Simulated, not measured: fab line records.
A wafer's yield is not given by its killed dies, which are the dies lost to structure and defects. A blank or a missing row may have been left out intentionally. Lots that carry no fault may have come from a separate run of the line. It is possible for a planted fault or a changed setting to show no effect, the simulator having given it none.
Code-filled problem report in 8D (eight disciplines) form | flow berkeley cmos170 | the parts of the form that need people (team, actions taken, sign-off) are left out

== 1. THE ISSUE ==
run length s at UCB170_GATE_ETCH_15 reads a mean of 113.9 s on 6 wafers of 2 lots; wafers without a fault read 84.3 s with a standard deviation of 0.42. Measured from the usual mean, that is +70 standard deviations.
The step: etches poly-Si in HBr/Cl2, stops on SiO2, time 56.3 s, target depth 278.2 nm.
Seen first at day 9 20:19 on rie si-02, wafer L204.1. At this step, 18 wafers from 6 lots have a number in the record. Rule for "out", or "out of limits": more than 4 standard deviations from the usual mean. Any other wafer with a number is counted as sound.

== 2. WHAT THIS IS AND IS NOT ==
question                    | is                           | is not
which readings at this step | run length s, oes product au | drypump motor current A, throttle valve pct
which lots                  | L204, L206                   | L191, L196, L210, L212
which wafers of those lots  | all that have a number       | -
read on which tools         | rie si-02                    | rie si-01
when                        | from day 9 20:19             | up to then (6 sound wafers); but 6 sound wafers of L210, L212 came after

== 3. WHAT RULES OUT EACH SUSPECT ==
Counting: a tool at any process step up to the reading remains a suspect when it ran all the lots that are out and ran no sound lot after the first of those.
- rie si-02 at UCB170_GATE_ETCH_15 (etches poly-Si in HBr/Cl2, stops on SiO2, time 56.3 s, target depth 278.2 nm): kept. It ran every lot that is out, first L204 (day 9 20:19), and no sound lot after that; its last sound lot up to then is L191 (day 7 05:56). On those wafers its own readings are out: oes product au, run length s.
Left after counting: rie si-02 at UCB170_GATE_ETCH_15.

== 4. THE CAUSE (what the simulator had put in) ==
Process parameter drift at UCB170_GATE_ETCH_15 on rie si-02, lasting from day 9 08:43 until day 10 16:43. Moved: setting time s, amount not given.
Only this tool survived the counting.

== 5. SEQUENCE OF EFFECTS, ordered by route ==
One row per reading whose mean, taken over the struck wafers that have a number, lies over 3 standard deviations from the usual. Readings are gone through only where the record gives a usual standard deviation; hours: the median, over the lots, of the time from a lot's start at the first step in this table giving one to that lot's start at this step; sigmas: the change measured in usual standard deviations.
hours | step                | reading        | usual      | on struck wafers | change | sigmas
0     | UCB170_GATE_ETCH_15 | oes product au | 0.839 a.u. | 0.647            | -0.192 | -15
0     | UCB170_GATE_ETCH_15 | run length s   | 84.3 s     | 113.9            | +29.6  | +70
It contains these process steps:
- UCB170_GATE_ETCH_15: etches poly-Si in HBr/Cl2, stops on SiO2, time 56.3 s, target depth 278.2 nm.

== 6. WHAT WOULD HAVE CAUGHT IT SOONER ==
12 hours passed between the start of the fault at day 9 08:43 and the first reading out of limits in this record, taken at day 9 20:19.
